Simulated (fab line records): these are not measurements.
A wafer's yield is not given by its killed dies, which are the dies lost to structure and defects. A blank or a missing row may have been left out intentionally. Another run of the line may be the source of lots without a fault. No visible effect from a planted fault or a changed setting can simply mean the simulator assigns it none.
What tool caused it? | flow berkeley_cmos170 | 14 lots, 42 wafers sampled, at 3 steps of a route of 331

## WHAT THE GAUGES READ, wafer by wafer
UCB170_SACOX_THK_MEAS_02.
lot  | measured     | on            | SACOX_OXIDE_THK (nm)
L684 | day 6 02:22  | film_metro-03 | 14.52 14.39 14.47
L688 | day 6 19:38  | film_metro-01 | 14.22 14.20 14.14
L693 | day 7 08:51  | film_metro-03 | 14.55 14.57 14.50
L691 | day 7 08:52  | film_metro-01 | 14.74 14.71 14.80
L690 | day 7 08:55  | film_metro-01 | 14.86 14.52 14.62
L694 | day 8 00:46  | film_metro-01 | 14.18 14.12 14.20
L695 | day 8 00:47  | film_metro-03 | 14.34 14.35 14.37
L698 | day 8 13:21  | film_metro-02 | 14.27 14.40 14.16
L699 | day 8 13:21  | film_metro-01 | 14.43 14.51 14.17
L700 | day 9 09:20  | film_metro-02 | 14.68 14.69 14.59
L704 | day 9 22:24  | film_metro-01 | 14.51 14.48 14.62
L701 | day 9 22:25  | film_metro-03 | 14.45 14.73 14.80
L703 | day 9 22:28  | film_metro-03 | 14.46 14.60 14.49
L705 | day 10 07:20 | film_metro-02 | 14.39 14.38 14.47

UCB170_NVT_OVL_MEAS_06.
lot  | measured     | on         | NVT_OVL (nm)
L684 | day 6 13:39  | overlay-02 | -7 -3 -5
L688 | day 7 06:47  | overlay-01 | -2 1 -2
L693 | day 7 19:43  | overlay-01 | -7 -4 -4
L691 | day 7 19:31  | overlay-02 | -4 -4 -6
L690 | day 7 19:52  | overlay-02 | 11 9 8
L694 | day 8 10:21  | overlay-01 | 1 6 1
L695 | day 8 10:40  | overlay-02 | 0 -2 -7
L698 | day 9 03:45  | overlay-02 | -8 -7 -12
L699 | day 9 03:37  | overlay-02 | 4 1 4
L700 | day 9 21:25  | overlay-01 | -1 1 -1
L704 | day 10 10:13 | overlay-01 | -1 -3 -1
L701 | day 10 09:35 | overlay-01 | -7 -2 -7
L703 | day 10 10:29 | overlay-01 | 6 1 -3
L705 | day 10 20:52 | overlay-01 | -2 -4 -11

UCB170_GATE_THK_MEAS_05.
lot  | measured     | on            | GATE_POLY_THK (nm)
L684 | day 7 06:37  | film_metro-01 | 218.5 219.4 219.6
L688 | day 7 20:11  | film_metro-03 | 216.4 213.5 216.1
L693 | day 8 11:38  | film_metro-02 | 217.5 217.7 218.1
L691 | day 8 11:35  | film_metro-02 | 212.4 212.3 210.8
L690 | day 8 11:35  | film_metro-01 | 214.8 215.6 216.6
L694 | day 8 23:56  | film_metro-02 | 214.2 215.0 213.1
L695 | day 8 23:56  | film_metro-01 | 212.5 212.1 213.8
L698 | day 9 20:28  | film_metro-02 | 212.9 213.3 215.2
L699 | day 9 20:27  | film_metro-01 | 212.8 212.4 213.4
L700 | day 10 14:08 | film_metro-02 | 213.0 210.6 212.8
L704 | day 10 23:53 | film_metro-02 | 217.3 216.1 216.2
L701 | day 10 23:51 | film_metro-03 | 214.7 216.7 216.5
L703 | day 10 23:49 | film_metro-01 | 211.8 213.8 211.1
L705 | day 11 12:49 | film_metro-03 | 215.2 215.8 216.5

## WHAT TOOL EACH LOT RAN ON (gives the tool, then ch and the chambers of the sampled wafers, and finally the start)
Before these readings, the record contains no process step.

## AS READ BY THE TOOLS THEMSELVES (means over the sampled wafers that have a number; for cases with no such wafer, the mark the record gives instead)
The record holds no such reading with a usual standard deviation.

## THE ANSWER, worked out from the rows above alone
Rule: usual is defined by the lots themselves. The widest of any qualifying gaps counts: lots, ordered by their means at a reading, are off when they make up no more than a third of the lots, leave a main group of 4 or more, and stand apart from it by 3 or more times the standard deviation of that group's means. A main group whose means are all the same, to the digits that the tables above print for the reading, isn't used. Also off: a lot with no number at a reading for which 4 or more lots have one. The other lots that the step has rows for count as sound. First the gauges in route order, then the tools' own readings, where a lot's mean is used as printed above. The first step at which some lot is off is used, and at that step the reading that is off furthest; a lot without a number counts as furthest.
No lot is off on any of the readings shown, so nothing can be concluded from this.

## WHAT HAD BEEN PUT IN BY THE SIMULATOR
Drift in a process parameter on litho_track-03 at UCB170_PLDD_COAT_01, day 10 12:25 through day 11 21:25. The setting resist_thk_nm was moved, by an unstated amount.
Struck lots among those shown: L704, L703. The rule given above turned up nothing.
